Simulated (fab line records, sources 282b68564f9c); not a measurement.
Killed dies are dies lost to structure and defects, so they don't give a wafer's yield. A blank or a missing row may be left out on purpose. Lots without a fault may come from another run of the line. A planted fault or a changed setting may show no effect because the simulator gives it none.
Tool commonality check | flow rit_cmos | 15 lots, 54 wafers sampled

WHY IT WAS OPENED
At RIT_PLDD_TW_MEAS_10 the reading PLDD_TW is flagged on 3 of 15 lots. Wafers without a fault read 2344, standard deviation 13.
Rule: a lot is flagged when every wafer of it that has a number lies more than 4 standard deviations from that mean, or none has a number. The other lots count as sound.

lot  | measured    | on            | PLDD_TW, wafer by wafer       | flag
L427 | day 2 20:15 | film_metro-02 | 2338 2316 2328                |
L429 | day 3 06:02 | film_metro-01 | 2344 2334 2327                |
L431 | day 3 15:26 | film_metro-01 | 2872 2880 2886 2871 2888 2862 | FLAGGED
L432 | day 3 20:36 | film_metro-03 | 2912 2909 2906 2902 2906 2905 | FLAGGED
L433 | day 4 01:37 | film_metro-03 | 2893 2883 2889 2898 2883 2888 | FLAGGED
L437 | day 4 21:31 | film_metro-03 | 2354 2355 2350                |
L439 | day 5 08:55 | film_metro-02 | 2318 2324 2319                |
L441 | day 5 17:55 | film_metro-03 | 2363 2342 2359                |
L440 | day 5 18:10 | film_metro-01 | 2343 2341 2354                |
L442 | day 5 21:31 | film_metro-01 | 2335 2335 2337                |
L444 | day 6 10:31 | film_metro-02 | 2340 2332 2323                |
L445 | day 6 14:52 | film_metro-02 | 2339 2340 2338                |
L446 | day 6 18:02 | film_metro-02 | 2341 2330 2332                |
L449 | day 7 09:42 | film_metro-03 | 2341 2352 2354                |
L450 | day 7 15:54 | film_metro-01 | 2342 2351 2345                |
The numbers of the flagged lots are 2891 on average: +547 against the usual, or +42 standard deviations.

WHICH TOOL RAN EACH LOT
The record holds 2 process steps before the reading, out of a route of 202 steps. In each cell: the tool, then ch and the chambers that the sampled wafers went through, then the start.
lot  | flag    | RIT_NWELL_STRIP_09                  | RIT_NLDD_COAT_01
L427 |         | plasma_asher-03 ch 1, day 1 21:47   | litho_track-03 ch 0, day 2 17:10
L429 |         | plasma_asher-01 ch 0,1, day 2 08:28 | litho_track-04 ch 0, day 3 03:25
L431 | FLAGGED | plasma_asher-03 ch 0,1, day 2 17:20 | litho_track-01, day 3 12:49
L432 | FLAGGED | plasma_asher-03 ch 0,1, day 2 21:49 | litho_track-04, day 3 17:50
L433 | FLAGGED | plasma_asher-03 ch 0,1, day 3 02:41 | litho_track-04, day 3 23:00
L437 |         | plasma_asher-04 ch 0,1, day 3 22:45 | litho_track-01 ch 0, day 4 18:18
L439 |         | plasma_asher-04 ch 0,1, day 4 10:07 | litho_track-01 ch 0, day 5 06:01
L441 |         | plasma_asher-01 ch 0,1, day 4 18:38 | litho_track-01 ch 0, day 5 15:10
L440 |         | plasma_asher-03 ch 0,1, day 4 15:05 | litho_track-04 ch 0, day 5 15:18
L442 |         | plasma_asher-03 ch 0,1, day 4 23:40 | litho_track-01 ch 0, day 5 18:50
L444 |         | plasma_asher-03 ch 0,1, day 5 12:04 | litho_track-03 ch 0, day 6 07:43
L445 |         | plasma_asher-03 ch 0,1, day 5 17:18 | litho_track-03 ch 0, day 6 12:05
L446 |         | plasma_asher-03 ch 0,1, day 5 20:13 | litho_track-04 ch 0, day 6 15:06
L449 |         | plasma_asher-04 ch 0,1, day 6 11:23 | litho_track-01 ch 0, day 7 06:58
L450 |         | plasma_asher-01 ch 0,1, day 6 16:59 | litho_track-03 ch 0, day 7 13:09
What these steps do:
- RIT_NWELL_STRIP_09: strips in O2, time 180 s.
- RIT_NLDD_COAT_01: resist thk 1000 nm.
- RIT_PLDD_TW_MEAS_10

FLAGGED OVER TOTAL, TOOL BY TOOL (the gauges that took the reading come last)
step                | tool            | lots run | flagged | share of the flagged lots | sound lots run after its first flagged lot
RIT_NWELL_STRIP_09  | plasma_asher-01 | 3        | 0       | none                      | -
RIT_NWELL_STRIP_09  | plasma_asher-03 | 9        | 3       | all                       | 5 (L440,L442,L444,L445,L446)
RIT_NWELL_STRIP_09  | plasma_asher-04 | 3        | 0       | none                      | -
RIT_NLDD_COAT_01    | litho_track-01  | 6        | 1       | some                      | 5 (L437,L439,L441,L442,L449)
RIT_NLDD_COAT_01    | litho_track-03  | 4        | 0       | none                      | -
RIT_NLDD_COAT_01    | litho_track-04  | 5        | 2       | some                      | 2 (L440,L446)
RIT_PLDD_TW_MEAS_10 | film_metro-01   | 5        | 1       | some                      | 3 (L440,L442,L450)
RIT_PLDD_TW_MEAS_10 | film_metro-02   | 5        | 0       | none                      | -
RIT_PLDD_TW_MEAS_10 | film_metro-03   | 5        | 2       | some                      | 3 (L437,L441,L449)

WHAT THE TABLE ALLOWS
1 row of the table ran every flagged lot: plasma_asher-03 at RIT_NWELL_STRIP_09.
- plasma_asher-03 at RIT_NWELL_STRIP_09: 3 of its 9 lots flagged. Sound lots ran on it after the first flagged one (L440, L442, L444, L445, L446), which a lasting fault on the whole tool wouldn't allow.
No row of the table ran every flagged lot and no sound lot after the first.

WHAT THE SIMULATOR HAD PUT IN
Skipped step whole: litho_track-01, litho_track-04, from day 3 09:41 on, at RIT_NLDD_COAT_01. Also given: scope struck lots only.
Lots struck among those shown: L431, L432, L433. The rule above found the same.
